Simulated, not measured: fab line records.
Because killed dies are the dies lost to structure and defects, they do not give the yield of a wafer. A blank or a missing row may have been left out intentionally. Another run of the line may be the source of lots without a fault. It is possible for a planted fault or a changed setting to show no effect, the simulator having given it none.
A lot that was struck, set against a sound lot | flow rit-cmos | 16 steps out of a route of 202
Sound: wafers L670.3, L670.5, L670.6. Wafers struck: L680.2, L680.3, L680.4. Last of all comes the cause.
Order at every step that has rows: each side's tool, ch and its chambers, its first start. Under that, the readings that differ: sound wafers | struck wafers | difference of the means | sigmas: that difference in standard deviations of wafers without a fault.
alike: readings whose means differ by less than 2 such deviations, and words and numbers that are the same on both sides. not compared: withheld readings, readings that some wafer has no value for, bounds like >300 that may hide the same value, and numbers for which the record gives no deviation and whose values overlap.
A row with sigmas, a row that says differs or no value, or rows on one side alone: a step with any of these is where the two part. Numbers that have no deviation but don't overlap get no sigmas and don't part them. Lack of a reading on every wafer of one side parts them only where that side has two or more wafers.

first, 3 steps without rows for these wafers: RIT_REOX_CLEAN_01 (cleans in dHF, time 30 s); RIT_REOX_CLEAN_02 (cleans in SC2, time 600 s); RIT_REOX_OXIDATION_03 (target thk 25.2 nm, ox time 5580 s).
RIT_REOX_THK_MEAS_04:
  sound: film-metro-03 at day 4 06:03; struck: film-metro-02 at day 5 23:54
  alike: REOX_OXIDE_THK
then, 6 steps without rows for these wafers: RIT_NLDD_HMDS_00 (prime time 60 s); RIT_NLDD_COAT_01 (resist thk 1000 nm); RIT_NLDD_SOFTBAKE_02 (time 60 s); RIT_NLDD_EXPOSE_03 (exposes mask M7, target cd 40700 nm); RIT_NLDD_PEB_04; RIT_NLDD_DEVELOP_05 (develop time 50 s).
RIT_NLDD_OVL_MEAS_06:
  sound: overlay-02 at day 4 07:05; struck: overlay-02 at day 6 01:05
  alike: NLDD_OVL
then, 1 step without rows for these wafers: RIT_NLDD_HARDBAKE_07 (time 60 s).
RIT_NLDD_IMPLANT_08:
  sound on implanter-01 ch 0, day 4 07:18; struck on implanter-01 ch 0, day 6 01:20
RIT_NLDD_STRIP_09: strips in O2, time 180 s.
  sound on plasma-asher-03 ch 0,1, day 4 07:28; struck on plasma-asher-02 ch 0,1, day 6 01:28
  reading                     | sound       | struck      | difference | sigmas
  drypump-motor-current-A (A) | 5.5 5.5 5.4 | 6.5 6.5 5.7 | +0.8       | +2
  not compared: rf-hours-counter-h
RIT_NLDD_TW_MEAS_10:
  sound: film-metro-01 at day 4 07:36; struck: film-metro-03 at day 6 01:52
  reading | sound          | struck         | difference | sigmas
  NLDD_TW | 2510 2509 2517 | 2493 2391 2455 | -66        | -4
  not compared: hold
RIT_M1_PROBE_99:
  sound: prober-01 at day 4 23:03; struck: prober-01 at day 6 20:35
  alike: killed_at_M0_to_M3, killed-at-contacts, killed-at-front-end, killed-dies, killed-open, killed-short

== WHERE THEY PART ==
First at RIT_NLDD_STRIP_09; last, within this record, at RIT_NLDD_TW_MEAS_10. Later steps at which nothing parts them and some readings are alike: RIT_M1_PROBE_99.

WHY: what the simulator had put in
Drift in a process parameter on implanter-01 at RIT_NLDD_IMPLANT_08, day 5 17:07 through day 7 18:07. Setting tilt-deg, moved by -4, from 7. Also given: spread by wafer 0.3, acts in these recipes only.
